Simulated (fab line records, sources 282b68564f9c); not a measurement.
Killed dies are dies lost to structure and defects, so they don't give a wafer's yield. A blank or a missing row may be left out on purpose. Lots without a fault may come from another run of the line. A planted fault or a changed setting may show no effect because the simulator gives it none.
A struck lot beside a sound one | flow rit_cmos | 14 steps out of a route of 202
Sound: wafers L396.1, L396.2, L396.4. Struck: wafers L409.1, L409.2, L409.4. The cause comes at the end.
At each step with rows: each side's tool, then ch and its chambers, then its first start. Under that, the readings that differ: sound wafers | struck wafers | difference of the means | sigmas: that difference in standard deviations of wafers without a fault.
alike: readings whose means differ by less than 2 such deviations, and words and numbers that are the same on both sides. not compared: withheld readings, readings that some wafer has no value for, bounds like >300 that may hide the same value, and numbers for which the record gives no deviation and whose values overlap.
The two part at a step that has a row with sigmas, a row that says differs or no value, or rows on one side only. Numbers that don't overlap but have no deviation are shown without sigmas and don't part them. A reading that every wafer of one side lacks parts them only if that side has two wafers or more.

first, 2 steps without rows for these wafers: RIT_FOX2_CLEAN_02 (cleans in dHF, time 180 s); RIT_FOX2_WET_ETCH_03 (etches Si3N4 in H3PO4, target depth 195 nm, time 2700 s).
RIT_FOX2_THK_MEAS_90:
  sound on film_metro-03, day 2 05:14; struck on film_metro-03, day 5 00:12
  alike: FIELD_OXIDE_LEFT_1_THK
then, 6 steps without rows for these wafers: RIT_NWELL_HMDS_00 (prime time 60 s); RIT_NWELL_COAT_01 (resist thk 1300 nm); RIT_NWELL_SOFTBAKE_02 (time 60 s); RIT_NWELL_EXPOSE_03 (exposes mask M2, target cd 43900 nm); RIT_NWELL_PEB_04; RIT_NWELL_DEVELOP_05 (develop time 68 s).
RIT_NWELL_OVL_MEAS_06:
  sound on overlay-02, day 2 06:19; struck on overlay-01, day 5 01:16
  alike: NWELL_OVL
then, 2 steps without rows for these wafers: RIT_NWELL_HARDBAKE_07 (time 120 s); RIT_NWELL_IMPLANT_08.
RIT_NWELL_STRIP_09: strips in O2, time 180 s.
  sound on plasma_asher-02 ch 0,1, day 2 06:44; struck on plasma_asher-02 ch 0,1, day 5 01:42
  reading                                    | sound             | struck            | difference | sigmas
  run_length_s (s)                           | 207.5 208.4 208.2 | 72.2 72.0 72.1    | -135.9     | -99 or more
  model.NOVOLAK_of_NWELL_COAT_01.thk_nm (nm) | 0 0 0             | 336.7 337.3 339.1 | +337.7     |
  alike: drypump_motor_current_A, rf_refl_power_W
  not compared: rf_hours_counter_h
RIT_NWELL_TW_MEAS_10:
  sound on film_metro-03, day 2 06:55; struck on film_metro-04, day 5 01:53
  alike: NWELL_TW

WHERE THEY PART
Only at RIT_NWELL_STRIP_09, within this record. Later steps at which nothing parts them and some readings are alike: RIT_NWELL_TW_MEAS_10.

WHY: what the simulator had put in
Strip aborted: plasma_asher-02, from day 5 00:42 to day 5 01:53, at RIT_NWELL_STRIP_09. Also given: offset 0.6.
